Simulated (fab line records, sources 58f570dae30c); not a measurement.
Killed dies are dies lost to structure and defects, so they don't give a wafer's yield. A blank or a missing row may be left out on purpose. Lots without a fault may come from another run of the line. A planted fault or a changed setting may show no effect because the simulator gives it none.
Tool commonality check | flow berkeley_cmos170 | 14 lots, 42 wafers sampled

WHY IT WAS OPENED
At UCB170_ACTIVE_THK_MEAS_06 the reading ACTIVE_NITRIDE_THK is flagged on 2 of 14 lots. Wafers without a fault read 220.4 nm, standard deviation 2.1.
Rule: a lot is flagged when every wafer of it that has a number lies more than 4 standard deviations from that mean, or none has a number. The other lots count as sound.

lot  | measured    | on            | ACTIVE_NITRIDE_THK (nm), wafer by wafer | flag
L147 | day 4 04:43 | film_metro-04 | 220.1 219.3 218.6                       |
L148 | day 4 12:26 | film_metro-03 | 219.0 219.4 218.4                       |
L150 | day 4 16:41 | film_metro-03 | 218.7 216.4 218.3                       |
L151 | day 4 21:43 | film_metro-03 | 220.4 221.8 219.4                       |
L152 | day 5 00:30 | film_metro-02 | 440.3 439.3 440.5                       | FLAGGED
L153 | day 5 10:58 | film_metro-02 | 221.3 221.7 223.9                       |
L154 | day 5 16:04 | film_metro-02 | 218.2 219.2 219.5                       |
L156 | day 6 08:55 | film_metro-03 | 438.9 434.1 438.0                       | FLAGGED
L164 | day 7 21:07 | film_metro-04 | 222.3 222.5 222.4                       |
L166 | day 8 03:28 | film_metro-03 | 221.4 223.9 222.8                       |
L167 | day 8 03:28 | film_metro-04 | 218.3 218.8 219.1                       |
L165 | day 8 03:31 | film_metro-02 | 221.4 220.5 221.7                       |
L169 | day 8 14:30 | film_metro-02 | 219.5 219.8 219.4                       |
L168 | day 8 14:31 | film_metro-04 | 222.1 222.1 222.1                       |
The numbers of the flagged lots are 438.5 nm on average: +218.1 nm against the usual, or +99 or more standard deviations.

WHICH TOOL RAN EACH LOT
The record holds 1 process step before the reading, out of a route of 331 steps. In each cell: the tool, then ch and the chambers that the sampled wafers went through, then the start.
lot  | flag    | UCB170_ACTIVE_CVD_05
L147 |         | lpcvd-02 ch 0, day 4 02:44
L148 |         | lpcvd-01 ch 1, day 4 10:32
L150 |         | lpcvd-02 ch 0, day 4 14:46
L151 |         | lpcvd-02 ch 0, day 4 19:48
L152 | FLAGGED | lpcvd-02 ch 1, day 4 19:48
L153 |         | lpcvd-01 ch 1, day 5 09:02
L154 |         | lpcvd-02 ch 0, day 5 14:09
L156 | FLAGGED | lpcvd-02 ch 1, day 6 02:59 and lpcvd-01 ch 1, day 6 06:55
L164 |         | lpcvd-01 ch 0, day 7 19:11
L166 |         | lpcvd-01 ch 1, day 8 01:33
L167 |         | lpcvd-01 ch 1, day 8 01:33
L165 |         | lpcvd-01 ch 0, day 8 01:33
L169 |         | lpcvd-02 ch 1, day 8 12:35
L168 |         | lpcvd-02 ch 1, day 8 12:35
What these steps do:
- UCB170_ACTIVE_CVD_05: deposits Si3N4 from SiH2Cl2/NH3, target thk 220 nm, time 3300 s.
- UCB170_ACTIVE_THK_MEAS_06

FLAGGED OVER TOTAL, TOOL BY TOOL (the gauges that took the reading come last)
step                      | tool          | lots run | flagged | share of the flagged lots | sound lots run after its first flagged lot
UCB170_ACTIVE_CVD_05      | lpcvd-01      | 7        | 1       | some                      | 4 (L164,L165,L166,L167)
UCB170_ACTIVE_CVD_05      | lpcvd-02      | 8        | 2       | all                       | 3 (L154,L168,L169)
UCB170_ACTIVE_THK_MEAS_06 | film_metro-02 | 5        | 1       | some                      | 4 (L153,L154,L165,L169)
UCB170_ACTIVE_THK_MEAS_06 | film_metro-03 | 5        | 1       | some                      | 1 (L166)
UCB170_ACTIVE_THK_MEAS_06 | film_metro-04 | 4        | 0       | none                      | -

WHAT THE TABLE ALLOWS
1 row of the table ran every flagged lot: lpcvd-02 at UCB170_ACTIVE_CVD_05.
- lpcvd-02 at UCB170_ACTIVE_CVD_05: 2 of its 8 lots flagged. Sound lots ran on it after the first flagged one (L154, L168, L169), which a lasting fault on the whole tool wouldn't allow.
No row of the table ran every flagged lot and no sound lot after the first.

WHAT THE SIMULATOR HAD PUT IN
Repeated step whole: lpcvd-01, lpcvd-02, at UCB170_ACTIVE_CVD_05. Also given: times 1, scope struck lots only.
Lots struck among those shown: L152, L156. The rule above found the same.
